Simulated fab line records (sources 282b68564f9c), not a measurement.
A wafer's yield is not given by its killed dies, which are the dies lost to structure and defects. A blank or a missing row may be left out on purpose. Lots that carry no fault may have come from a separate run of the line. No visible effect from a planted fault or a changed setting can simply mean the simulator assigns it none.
fab line records	flow rit_cmos
record: lots: 6	wafers: 18	last_day: 7
route steps=202 shown SILICIDE@167 CONTACT@168 M1@202
lots untouched by any fault: they come from a run of this same line in which no faults occurred
start_h: start of the lot's first displayed wafer, in hours after the record's first day	wait_h: time in hours since the lot's previous step	" unchanged from the row above	L1.1+2: several wafers, shown together as one row	- either no value or no given start	* or withheld: withheld	< > ~ a bound
route shown NAME@n: a module of which the file shows steps, and the number in the route of the first	usual: average and standard deviation across the fault-free wafers	same: alike in all rows	chamber/n: place in a boat	sites: readings site by site	_std_site: the values' standard deviation	_edge_site: outer sites' mean less inner sites'	radius_mm: for every site, how far away it sits from the centre of the wafer	mask NAME#n: copy n	behind: tool/chamber where the wafer was last shaped	hold: reason for holding the lot/hours on hold/outcome of the hold	device: the transistor (n, p or np) that didn't switch	end of line: the route-end tests of the same wafers	for a step that has no rows: nothing shown but its recipe	killed: count of dies lost to structure and defects at first sort (not the wafer's yield)	map: dies across one wafer; x = killed, . = not, _ = none there
set.NAME: the setting the step ran with; set.NAME@STEP: the setting that earlier step ran with	model.NAME: the simulator's own value behind a step, which no gauge read
certain route steps with their lots: each step a table, each wafer a row
services: the hour from which a tool's chamber was out of use, counted from the record's first day as start_h (under 0 if before that day), plus the number of hours and why
== steps ==
step: RIT_SILICIDE_RTA_06
recipe: temp_c: 750	time_s: 10	idle_temp_c: 25	ramp_up_s: 5	ramp_down_s: 10	cool_to_c: 25	ambient: N2
usual: wafer_temp_C_max: 753.6/1.2
same: time_s: 10
lot.wafer	tool	chamber	start_h	wait_h	wafer_temp_C_max
L223.1	rtp_anneal-02	0	55.29	0.0	752.2
L223.2	"	0	"	"	752.5
L223.4	"	0	"	"	753.3
L232.1	rtp_anneal-01	0	104.88	0.0	754.1
L232.2	"	0	"	"	754.9
L232.4	"	0	"	"	755.1
L239.1	rtp_anneal-02	0	135.93	0.0	751.5
L239.4	"	0	"	"	751.7
L239.5	"	0	"	"	752.0
L240.1	rtp_anneal-01	0	141.68	0.0	755.0
L240.2	"	0	"	"	753.9
L240.4	"	0	"	"	755.9
L241.1	rtp_anneal-02	0	145.53	0.0	753.2
L241.2	"	0	"	"	754.4
L241.3	"	0	"	"	751.8
L245.2	rtp_anneal-02	0	170.37	0.0	751.6
L245.3	"	0	"	"	751.7
L245.4	"	0	"	"	752.8
step: RIT_CONTACT_CVD_00
recipe: material: SiO2	target_thk_nm: 400	precursor: TEOS	temp_c: 390	time_s: 58.18	rf_w: 400
usual: heater_power_w: 313/54
same: time_s: 58.18
lot.wafer	tool	chamber	start_h	wait_h	heater_power_w
L223.1	pecvd-04	2	55.35	0.1	332
L223.2	"	0	"	"	331
L223.4	"	0	"	"	339
L232.1	pecvd-04	0	104.95	0.1	277
L232.2	"	1	"	"	265
L232.4	"	0	"	"	290
L239.1	pecvd-03	1	136.00	0.1	399
L239.4	"	0	"	"	328
L239.5	"	1	"	"	400
L240.1	pecvd-02	1	141.75	0.1	287
L240.2	"	0	"	"	327
L240.4	"	0	"	"	328
L241.1	pecvd-04	2	145.60	0.1	246
L241.2	"	1	"	"	259
L241.3	"	0	"	"	297
L245.2	pecvd-03	2	170.42	0.0	356
L245.3	"	0	"	"	289
L245.4	"	1	"	"	393
step: RIT_CONTACT_THK_MEAS_01
recipe: reads: SiO2_of_CONTACT_CVD_00
usual: CONTACT_TEOS_THK: 382/5.2
lot.wafer	tool	chamber	start_h	wait_h	CONTACT_TEOS_THK[nm]
L223.1	film_metro-02	-	55.40	0.0	379
L223.2	"	-	"	"	383
L223.4	"	-	"	"	392
L232.1	film_metro-01	-	105.00	0.0	387
L232.2	"	-	"	"	378
L232.4	"	-	"	"	391
L239.1	film_metro-02	-	136.05	0.0	383
L239.4	"	-	"	"	386
L239.5	"	-	"	"	387
L240.1	film_metro-02	-	141.80	0.0	373
L240.2	"	-	"	"	386
L240.4	"	-	"	"	389
L241.1	film_metro-02	-	145.65	0.0	373
L241.2	"	-	"	"	379
L241.3	"	-	"	"	378
L245.2	film_metro-04	-	170.48	0.0	376
L245.3	"	-	"	"	382
L245.4	"	-	"	"	387
step: RIT_CONTACT_HMDS_02
recipe: prime_time_s: 60	prime_temp_c: 140
step: RIT_CONTACT_COAT_03
recipe: resist: NOVOLAK	spin_rpm: 3250	resist_thk_nm: 1000
step: RIT_CONTACT_SOFTBAKE_04
recipe: resist: NOVOLAK	temp_c: 90	time_s: 60
step: RIT_CONTACT_EXPOSE_05
recipe: mask_id: M11	na: 0.6	source_shape: conventional	sigma_outer: 0.5	target_cd_nm: 1000	dose_mj: 250
step: RIT_CONTACT_PEB_06
recipe: resist: NOVOLAK	temp_c: withheld	time_s: withheld
step: RIT_CONTACT_DEVELOP_07
recipe: resist: NOVOLAK	develop_time_s: 120	dev_temp_c: 23
step: RIT_CONTACT_CD_MEAS_08
recipe: target_cd_nm: 1000
usual: cd_nm: 999.7/1.8
lot.wafer	tool	chamber	start_h	wait_h	cd_nm
L223.1	cd_sem-02	-	56.43	-	998.7
L223.2	"	-	"	"	998.8
L223.4	"	-	"	"	998.7
L232.1	cd_sem-02	-	106.02	-	999.0
L232.2	"	-	"	"	998.4
L232.4	"	-	"	"	999.3
L239.1	cd_sem-01	-	137.08	-	1000.9
L239.4	"	-	"	"	999.3
L239.5	"	-	"	"	1000.4
L240.1	cd_sem-01	-	142.82	-	998.4
L240.2	"	-	"	"	996.1
L240.4	"	-	"	"	997.4
L241.1	cd_sem-02	-	146.67	-	1000.4
L241.2	"	-	"	"	997.4
L241.3	"	-	"	"	999.6
L245.2	cd_sem-01	-	171.52	-	1000.4
L245.3	"	-	"	"	998.5
L245.4	"	-	"	"	1000.2
step: RIT_CONTACT_OVL_MEAS_09
usual: CONTACT_OVL: -0.4/1.7
lot.wafer	tool	chamber	start_h	wait_h	CONTACT_OVL[nm]
L223.1	overlay-01	-	56.55	0.1	-1.2
L223.2	"	-	"	"	-1.6
L223.4	"	-	"	"	-1.3
L232.1	overlay-01	-	106.14	0.1	-0.3
L232.2	"	-	"	"	0.1
L232.4	"	-	"	"	-0.1
L239.1	overlay-01	-	137.20	0.1	-0.1
L239.4	"	-	"	"	-1.2
L239.5	"	-	"	"	-1.2
L240.1	overlay-01	-	142.94	0.1	-1.2
L240.2	"	-	"	"	-0.6
L240.4	"	-	"	"	0.6
L241.1	overlay-02	-	146.79	0.1	1.1
L241.2	"	-	"	"	2.3
L241.3	"	-	"	"	0.7
L245.2	overlay-01	-	171.62	0.1	-0.5
L245.3	"	-	"	"	-1.5
L245.4	"	-	"	"	0.0
step: RIT_CONTACT_HARDBAKE_10
recipe: resist: NOVOLAK	temp_c: 140	time_s: 60
step: RIT_CONTACT_ETCH_11
recipe: target_depth_a: 4800	over_etch_frac: 0.2	stop_on: TiSi2	chemistry: CHF3/CF4/Ar	target: SiO2	CHF3_flow_sccm: 50	cf4_flow_sccm: 10	Ar_flow_sccm: 100	O2_flow_sccm: 5	pressure_mtorr: 100	rf_w: 200	time_s: 320
usual: cf4_flow_sccm: 10.000/0.028	drypump_motor_current_A: 5.9/0.39	oes_product_au: 0.990/0.0096	over_etch_frac: 0.2/0	throttle_valve_pct: 8.89/0.14
same: time_s: 320
lot.wafer	tool	chamber	start_h	wait_h	cf4_flow_sccm	drypump_motor_current_A	oes_product_au	over_etch_frac	rf_hours_counter_h	throttle_valve_pct	model.NOVOLAK_of_CONTACT_COAT_03.thk_nm
L223.1	rie_diel-02	0	56.74	0.1	10.025	5.8	0.996	0.2	135	8.83	773.5
L223.2	"	2	"	"	10.033	6.0	0.986	0.2	0	9.12	769.1
L223.4	"	3	"	"	9.983	6.6	1.007	0.2	10	8.77	772.7
L232.1	rie_diel-03	0	106.33	0.1	10.078	6.2	0.971	0.2	8	9.02	768.6
L232.2	"	1	"	"	10.021	6.0	0.989	0.2	129	9.04	767.9
L232.4	"	3	"	"	10.017	6.0	1.004	0.2	53	8.58	766.4
L239.1	rie_diel-03	1	137.38	0.1	10.016	6.0	0.985	0.3535	130	9.04	758.7
L239.4	"	0	"	"	10.029	6.2	0.965	0.3535	9	9.01	760.1
L239.5	"	3	"	"	9.962	6.0	0.994	0.3535	-	8.57	759.9
L240.1	rie_diel-04	0	143.15	0.1	9.981	5.5	0.975	0.2	61	8.76	771.3
L240.2	"	1	"	"	10.009	5.9	0.995	0.2	89	8.93	766.8
L240.4	"	1	"	"	10.009	5.9	0.994	0.2	-	8.94	769.5
L241.1	rie_diel-03	1	146.98	0.1	9.990	6.0	0.981	0.3535	130	9.04	754.4
L241.2	"	3	"	"	10.001	6.0	0.996	0.3535	54	8.58	751.1
L241.3	"	2	"	"	10.023	5.1	0.993	0.3535	6	8.87	751.1
L245.2	rie_diel-02	3	171.80	0.1	10.002	6.5	1.007	0.2	12	8.76	768.1
L245.3	"	0	"	"	9.994	5.8	0.993	0.2	137	8.84	769.8
L245.4	"	2	"	"	9.992	6.0	0.991	0.2	-	9.12	767.8
step: RIT_CONTACT_STRIP_12
recipe: chemistry: O2	time_s: 180	resist: NOVOLAK	platen_temp_c: withheld	power_w: 500	pressure_mtorr: 4000	o2_flow_sccm: 4000
usual: drypump_motor_current_A: 5.71/0.19
same: time_s: 180
lot.wafer	tool	chamber	start_h	wait_h	drypump_motor_current_A	rf_hours_counter_h
L223.1	plasma_asher-01	0	56.93	0.1	5.55	41
L223.2	"	1	"	"	6.06	41
L223.4	"	0	"	"	5.56	-
L232.1	plasma_asher-03	1	106.53	0.1	5.62	46
L232.2	"	0	"	"	5.54	46
L232.4	"	1	"	"	5.64	-
L239.1	plasma_asher-03	1	137.58	0.1	5.67	2
L239.4	"	1	"	"	5.67	-
L239.5	"	1	"	"	5.66	-
L240.1	plasma_asher-03	0	143.34	0.1	5.55	3
L240.2	"	1	"	"	5.65	3
L240.4	"	0	"	"	5.55	-
L241.1	plasma_asher-03	0	147.17	0.1	5.55	3
L241.2	"	1	"	"	5.65	3
L241.3	"	1	"	"	5.65	-
L245.2	plasma_asher-01	0	172.00	0.1	5.55	53
L245.3	"	0	"	"	5.53	-
L245.4	"	1	"	"	6.07	-
step: RIT_M1_PROBE_99
usual: killed_at_contacts: 0.1/0.23	killed_at_front_end: 6/3.1	killed_dies: 6/3.1	killed_open: 3.2/1.9	killed_short: 3.2/2.1
same: gross_dies: 264	killed_at_M0_to_M3: 0	killed_at_M4_up: 0	killed_at_back_side: 0	killed_at_other: 0
lot.wafer	tool	chamber	start_h	wait_h	killed_at_contacts	killed_at_front_end	killed_dies	killed_open	killed_short	model.etest.nmos_0p15.junction_log10_a_um	model.etest.nmos_narrow.off_log10_a_um	model.etest.nmos_0p3.off_log10_a_um	model.etest.gate_end_array.leak_log10_a_um	model.etest.contact_diode_array.leak_log10_a	model.etest.pmos_0p15.junction_log10_a_um	model.etest.antenna_contact.vt_shift_v
L223.1	prober-02	-	61.61	0.1	0	8	8	4	4	-12.93	-13.02	-13.1	-12.93	-9.348	-13.69	-0.01031
L223.2	prober-02	-	61.66	0.1	0	8	8	3	5	-13.43	-13.13	-13.04	-12.79	-9.33	-13.57	-0.01307
L223.4	prober-02	-	61.76	0.2	0	3	3	1	2	-13.29	-13.08	-13.02	-12.85	-9.481	-13.79	-0.009845
L232.1	prober-01	-	111.56	0.1	0	5	5	3	2	-13.49	-13.2	-13.03	-12.89	-9.233	-13.83	-0.009983
L232.2	prober-01	-	111.61	0.1	0	4	4	3	1	-13.41	-13.19	-12.91	-12.87	-9.409	-13.8	-0.01525
L232.4	prober-01	-	111.71	0.2	0	4	4	4	0	-13.49	-13.15	-13.04	-12.77	-9.617	-13.57	-0.01137
L240.1	prober-01	-	159.04	0.4	1	4	5	4	1	-13.45	-13.13	-13.08	-12.85	-9.635	-13.7	-0.01317
L240.2	prober-01	-	159.09	0.4	0	4	4	2	2	-13.31	-13.09	-12.85	-12.69	-9.527	-13.55	-0.01218
L240.4	prober-01	-	159.19	0.5	0	5	5	3	2	-13.42	-13.12	-13.1	-13	-9.314	-13.72	-0.01244
L239.1	prober-01	-	159.34	0.6	0	7	7	4	3	-12.93	-12.95	-12.85	-12.67	-9.449	-13.68	-0.01653
L239.4	prober-01	-	159.49	0.7	0	4	4	2	2	-13.03	-12.86	-12.83	-12.67	-9.173	-13.56	-0.01816
L239.5	prober-01	-	159.54	0.7	0	8	8	5	3	-13.07	-12.83	-12.76	-12.57	-9.203	-13.65	-0.018
L241.1	prober-01	-	159.64	0.8	0	3	3	1	2	-12.89	-12.8	-12.68	-12.59	-9.263	-13.6	-0.02508
L241.2	prober-01	-	159.69	0.8	0	3	3	3	0	-12.8	-12.67	-12.75	-12.67	-9.108	-13.56	-0.01946
L241.3	prober-01	-	159.74	0.8	0	9	9	4	5	-12.79	-12.73	-12.68	-12.41	-9.327	-13.51	-0.01934
L245.2	prober-02	-	176.71	0.1	0	5	5	3	2	-13.62	-13.18	-12.94	-12.84	-9.354	-13.67	-0.006508
L245.3	prober-02	-	176.76	0.2	0	3	3	2	1	-13.49	-13.09	-12.96	-12.84	-9.388	-13.71	-0.0109
L245.4	prober-02	-	176.81	0.2	0	5	5	3	2	-13.62	-13.08	-13	-12.74	-9.441	-13.68	-0.00841
killed by level:class
L223.1 GATE:geometric_particle:open=2 GATE:geometric_particle:short=2 REOX:geometric_particle:short=1 SPACER:geometric_particle:open=1 SILICIDE:geometric_particle:open=1 SILICIDE:geometric_particle:short=1
L223.2 GATE:geometric_particle:short=2 GATE:geometric_particle:open=2 REOX:geometric_particle:short=2 REOX:geometric_particle:open=1 SPACER:geometric_particle:short=1
L223.4 ACTIVE:geometric_particle:short=1 GATE:geometric_particle:short=1 REOX:geometric_particle:open=1
L232.1 GATE:geometric_particle:open=2 FOX2:geometric_particle:open=1 GATE:geometric_particle:short=1 SILICIDE:geometric_particle:short=1
L232.2 GATE:geometric_particle:open=3 GATE:geometric_particle:short=1
L232.4 GATE:geometric_particle:open=2 FOX1:geometric_particle:open=1 REOX:geometric_particle:open=1
L240.1 SPACER:geometric_particle:open=2 FOX2:geometric_particle:open=1 SILICIDE:geometric_particle:short=1 CONTACT:geometric_particle:open=1
L240.2 SPACER:geometric_particle:short=2 FOX2:geometric_particle:open=1 GATE:geometric_particle:open=1
L240.4 SILICIDE:geometric_particle:open=2 GATE:geometric_particle:short=1 GATE:geometric_particle:open=1 REOX:geometric_particle:short=1
L239.1 GATE:geometric_particle:short=3 GATE:geometric_particle:open=2 SPACER:geometric_particle:open=1 SILICIDE:geometric_particle:open=1
L239.4 GATE:geometric_particle:short=2 GATE:geometric_particle:open=1 SILICIDE:geometric_particle:open=1
L239.5 SPACER:geometric_particle:open=3 SILICIDE:geometric_particle:short=2 GATE:geometric_particle:short=1 GATE:geometric_particle:open=1 REOX:geometric_particle:open=1
L241.1 FOX1:geometric_particle:short=1 GATE:geometric_particle:open=1 SILICIDE:geometric_particle:short=1
L241.2 GATE:geometric_particle:open=2 FOX1:geometric_particle:open=1
L241.3 GATE:geometric_particle:short=2 REOX:geometric_particle:open=2 REOX:geometric_particle:short=2 FOX1:geometric_particle:short=1 FOX2:geometric_particle:open=1 SILICIDE:geometric_particle:open=1
L245.2 FOX2:geometric_particle:open=1 GATE:geometric_particle:short=1 GATE:geometric_particle:open=1 SILICIDE:geometric_particle:short=1 SILICIDE:geometric_particle:open=1
L245.3 REOX:geometric_particle:open=2 SPACER:geometric_particle:short=1
L245.4 GATE:geometric_particle:open=1 REOX:geometric_particle:open=1 REOX:geometric_particle:short=1 SILICIDE:geometric_particle:open=1 SILICIDE:geometric_particle:short=1
== services ==
tool	chamber	start_h	hours	kind
rie_diel-02	0	33.88	14.1	repair
plasma_asher-03	-	44.25	10.6	repair
rie_diel-03	1	65.39	15.9	repair
rie_diel-04	1	68.21	5.2	repair
rie_diel-03	1	90.83	2.7	repair
rie_diel-02	-	107.92	1.0	repair
plasma_asher-03	-	108.75	9.0	pm
plasma_asher-03	0	108.75	9.0	vent_cycle
plasma_asher-03	1	108.75	9.0	vent_cycle
plasma_asher-03	0	117.75	-	clean
plasma_asher-03	1	117.75	-	clean
rie_diel-04	3	126.21	-	clean
rie_diel-04	3	126.21	27.3	scheduled_down
rie_diel-04	3	126.21	27.3	vent_cycle
rie_diel-03	-	130.78	2.8	pm
rie_diel-02	3	153.81	5.6	repair
plasma_asher-01	-	160.25	2.8	pm
rie_diel-02	1	164.93	-	clean
== key ==
first_sign: step: RIT_CONTACT_ETCH_11	reading: over_etch_frac	direction: up	sigmas: 99+	usual: 0.2	struck: 0.3535
effect none on later readings
model_effect: step: RIT_CONTACT_ETCH_11	value: NOVOLAK_of_CONTACT_COAT_03.thk_nm	without: 770.6	struck: 755.9
model_effect: step: RIT_M1_PROBE_99	value: etest.nmos_0p15.junction_log10_a_um	without: -13.41	struck: -12.92
met_at RIT_CONTACT_ETCH_11
struck_wafers L239.1,L239.4,L239.5,L241.1,L241.2,L241.3
tester_left_out L239,L241
onset_between 106.33 137.38
fault: kind: process_parameter_drift	tool: rie_diel-03	chamber: -	onset_h: 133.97	steps: RIT_CONTACT_ETCH_11	channel: over_etch_frac	offset: 0.1535	shape: step	end_h: 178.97	acts_in: these_recipes_only	stated: 0.2
tester_left_out: of these lots the tester's yield and bins aren't shown, on N5 and GAA mostly nor the transistor test; their killed dies are dies lost to structure and defects alone, not to doping, threshold or leakage, so they don't give the yield
